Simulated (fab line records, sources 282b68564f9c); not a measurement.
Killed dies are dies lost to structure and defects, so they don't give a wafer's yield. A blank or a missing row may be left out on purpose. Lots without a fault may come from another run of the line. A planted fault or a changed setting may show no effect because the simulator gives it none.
fab line records | flow rit_cmos
record lots=15 wafers=45 last_day=19
route steps=202 shown WELLDRIVE@50 NWELL@51 PWELL@52
lots that met no fault: from a run of the same line without faults
start_h: hours from the record's first day to the start of the lot's first wafer shown | wait_h: hours since the lot's step before | " the same as in the row above | L1.1+2: a row that stands for several wafers | - no value, or no start given | * or withheld: withheld | < > ~ a bound
route shown NAME@n: a module of which the file shows steps, and the number in the route of the first | usual: mean/standard deviation of fault-free wafers | same: alike in all rows | chamber/n: place in a boat | sites: the reading at each site | _std_site: their standard deviation | _edge_site: outer sites' mean less inner sites' | radius_mm: how far each site lies from the wafer's centre | mask NAME#n: copy n | behind: the tool/chamber that last shaped the wafer | hold: why the lot was held/for how many hours/how that ended | device: the transistor (n, p or np) that didn't switch | end of line: the same wafers' tests at the end of the route | a step without rows: its recipe alone | killed: dies lost to structure and defects at the first sort, not the wafer's yield | map: a wafer's dies, x killed, . not, _ none there
set.NAME: the setting as run; set.NAME@STEP: as run at that earlier step | model.NAME: the simulator's own value behind a step, which no gauge read
steps of the route over a sample of lots; a table a step, a row a wafer
services: from which hour (start_h, from the record's first day; less than 0 if before it) a tool's chamber was out of use, for how many hours, and why
## steps
# step RIT_WELLDRIVE_ANNEAL_00
# recipe temp_c=1100 time_s=14700 ambient=N2
# usual spike_tc_centre_C=1102.7/1.1 tube_center_temp_C_max=1102.9/0.5 zone_power_centre_pct=54.9/2.5
# columns lot.wafer tool chamber start_h wait_h spike_tc_centre_C tube_center_temp_C_max zone_power_centre_pct
L533.1 furnace-04 0 24.74 0.3 1102.7 1103.1 58.8
L533.2 " 0 " " 1102.2 1102.4 58.7
L533.5 " 0 " " 1102.9 1102.5 57.7
L534.1 furnace-03 0 28.37 0.1 1102.6 1102.1 53.4
L534.3 " 0 " " 1103.1 1103.1 53.9
L534.4 " 0 " " 1100.3 1104.5 54.3
L535.2 furnace-04 0 35.42 0.0 1101.9 1102.4 58.1
L535.4 " 0 " " 1100.9 1102.8 57.5
L535.6 " 0 " " 1102.3 1102.8 58.5
L536.1 furnace-01 0 39.93 0.4 1103.7 1102.6 51.9
L536.2 " 0 " " 1102.9 1104.1 52.8
L536.6 " 0 " " 1104.5 1102.2 52.8
L537.1 furnace-03 0 44.60 0.4 1102.4 1103.7 53.5
L537.2 " 0 " " 1104.4 1104.8 53.6
L537.5 " 0 " " 1103.1 1103.4 53.6
L538.1 furnace-01 0 48.96 0.2 1068.5 1104.0 34.4
L538.4 " 0 " " 1068.8 1102.2 34.6
L538.5 " 0 " " 1067.8 1102.2 34.5
L539.1 furnace-01 0 57.34 4.3 1068.9 1102.7 34.3
L539.2 " 0 " " 1067.5 1102.7 34.6
L539.4 " 0 " " 1069.4 1103.0 34.1
L540.2 furnace-01 0 64.35 0.3 1068.7 1102.5 34.3
L540.5 " 0 " " 1068.9 1102.9 34.4
L540.6 " 0 " " 1068.9 1102.7 34.5
L547.2 furnace-04 0 100.76 3.7 1102.1 1102.8 58.9
L547.4 " 0 " " 1101.5 1102.6 57.8
L547.5 " 0 " " 1102.4 1103.1 57.5
L549.2 furnace-03 0 110.45 1.0 1101.0 1102.7 53.9
L549.3 " 0 " " 1103.6 1102.3 52.6
L549.4 " 0 " " 1102.0 1102.6 54.0
L550.1 furnace-03 0 110.45 0.6 1102.7 1102.5 54.1
L550.2 " 0 " " 1101.4 1102.6 52.8
L550.3 " 0 " " 1102.0 1103.4 53.8
L552.1 furnace-04 0 123.84 1.2 1101.0 1102.7 58.5
L552.3 " 0 " " 1100.4 1102.9 57.3
L552.6 " 0 " " 1102.8 1102.1 57.6
L553.4 furnace-03 0 126.15 0.7 1101.6 1102.5 53.7
L553.5 " 0 " " 1103.4 1102.7 53.7
L553.6 " 0 " " 1102.1 1102.9 52.5
L554.2 furnace-03 0 131.24 0.8 1103.9 1102.7 53.3
L554.3 " 0 " " 1101.6 1103.0 53.2
L554.6 " 0 " " 1104.8 1102.8 53.3
L555.2 furnace-01 0 137.05 1.8 1104.8 1103.1 53.4
L555.4 " 0 " " 1103.1 1103.5 52.6
L555.5 " 0 " " 1103.9 1103.2 52.6
# step RIT_WELLDRIVE_RS_MEAS_01
# recipe thk_meas_gauge=four-point-probe
# usual NWELL_RS=275.3/0.69
# columns lot.wafer tool chamber start_h wait_h NWELL_RS[ohm/sq]
L533.1 film_metro-04 - 29.82 0.0 275.1
L533.2 " - " " 275.3
L533.5 " - " " 275.9
L534.1 film_metro-01 - 33.45 0.0 275.9
L534.3 " - " " 275.4
L534.4 " - " " 274.8
L535.2 film_metro-02 - 40.52 0.0 274.8
L535.4 " - " " 274.0
L535.6 " - " " 274.4
L536.1 film_metro-02 - 45.01 0.0 273.7
L536.2 " - " " 274.4
L536.6 " - " " 273.7
L537.1 film_metro-02 - 49.68 0.0 274.8
L537.2 " - " " 274.6
L537.5 " - " " 274.7
L538.1 film_metro-02 - 54.05 0.0 297.3
L538.4 " - " " 301.5
L538.5 " - " " 299.7
L539.1 film_metro-02 - 62.42 0.0 292.9
L539.2 " - " " 289.1
L539.4 " - " " 282.5
L540.2 film_metro-01 - 69.46 0.0 280.3
L540.5 " - " " 289.5
L540.6 " - " " 291.6
L547.2 film_metro-02 - 105.86 0.0 276.1
L547.4 " - " " 276.5
L547.5 " - " " 275.8
L550.1 film_metro-02 - 115.53 0.0 276.5
L550.2 " - " " 276.2
L550.3 " - " " 276.2
L549.2 film_metro-04 - 115.55 0.0 274.7
L549.3 " - " " 275.4
L549.4 " - " " 274.9
L552.1 film_metro-02 - 128.92 0.0 275.7
L552.3 " - " " 276.5
L552.6 " - " " 276.5
L553.4 film_metro-01 - 131.30 0.1 275.3
L553.5 " - " " 274.8
L553.6 " - " " 275.1
L554.2 film_metro-01 - 136.34 0.0 275.8
L554.3 " - " " 275.1
L554.6 " - " " 273.9
L555.2 film_metro-02 - 142.16 0.0 275.6
L555.4 " - " " 274.5
L555.5 " - " " 274.9
# step RIT_WELLDRIVE_RS_MEAS_02
# recipe thk_meas_gauge=four-point-probe
# usual PWELL_RS=429.1/1.2
# columns lot.wafer tool chamber start_h wait_h PWELL_RS[ohm/sq]
L533.1 film_metro-04 - 29.94 0.1 432.5
L533.2 " - " " 431.2
L533.5 " - " " 431.6
L534.1 film_metro-01 - 33.57 0.1 428.0
L534.3 " - " " 428.7
L534.4 " - " " 427.0
L535.2 film_metro-02 - 40.64 0.1 429.5
L535.4 " - " " 428.5
L535.6 " - " " 430.1
L536.1 film_metro-02 - 45.13 0.1 429.7
L536.2 " - " " 429.6
L536.6 " - " " 430.1
L537.1 film_metro-02 - 49.80 0.1 428.1
L537.2 " - " " 429.1
L537.5 " - " " 427.5
L538.1 film_metro-02 - 54.17 0.1 450.1
L538.4 " - " " 453.2
L538.5 " - " " 452.0
L539.1 film_metro-02 - 62.54 0.1 446.7
L539.2 " - " " 442.5
L539.4 " - " " 436.7
L540.2 film_metro-01 - 69.58 0.1 433.8
L540.5 " - " " 444.1
L540.6 " - " " 447.2
L547.2 film_metro-02 - 105.98 0.1 427.5
L547.4 " - " " 427.6
L547.5 " - " " 427.1
L550.1 film_metro-02 - 115.65 0.1 429.1
L550.2 " - " " 428.6
L550.3 " - " " 429.1
L549.2 film_metro-04 - 115.67 0.1 429.8
L549.3 " - " " 429.3
L549.4 " - " " 430.3
L552.1 film_metro-02 - 129.04 0.1 430.0
L552.3 " - " " 430.6
L552.6 " - " " 428.8
L553.4 film_metro-01 - 131.42 0.1 429.9
L553.5 " - " " 429.7
L553.6 " - " " 430.6
L554.2 film_metro-01 - 136.46 0.1 429.0
L554.3 " - " " 429.4
L554.6 " - " " 430.5
L555.2 film_metro-02 - 417.07 274.9 428.1
L555.4 " - " " 426.9
L555.5 " - " " 427.9
## services
# columns tool chamber start_h hours kind
furnace-01 - 22.00 2.3 repair
furnace-03 - 57.56 3.0 pm
furnace-04 - 97.05 2.6 pm
furnace-01 - 102.88 4.3 pm
## key
first_sign step=RIT_WELLDRIVE_ANNEAL_00 reading=spike_tc_centre_C direction=down sigmas=30 usual=1102.7 struck=1068.6
effect step=RIT_WELLDRIVE_ANNEAL_00 reading=zone_power_centre_pct direction=down sigmas=8.3 usual=54.9 struck=34.4
effect step=RIT_WELLDRIVE_RS_MEAS_01 reading=NWELL_RS direction=up sigmas=24 usual=275.3 struck=291.6
effect step=RIT_WELLDRIVE_RS_MEAS_02 reading=PWELL_RS direction=up sigmas=13 usual=429.1 struck=445.1
met_at RIT_WELLDRIVE_ANNEAL_00
struck_lots L538,L539,L540
tester_left_out L538,L539,L540
fault kind=process_parameter_drift tool=furnace-01 chamber=- onset_h=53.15 steps=RIT_WELLDRIVE_ANNEAL_00 channel=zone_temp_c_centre offset=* shape=step end_h=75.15
# tester_left_out: of these lots the tester's yield and bins aren't shown, on N5 and GAA mostly nor the transistor test; their killed dies are dies lost to structure and defects alone, not to doping, threshold or leakage, so they don't give the yield
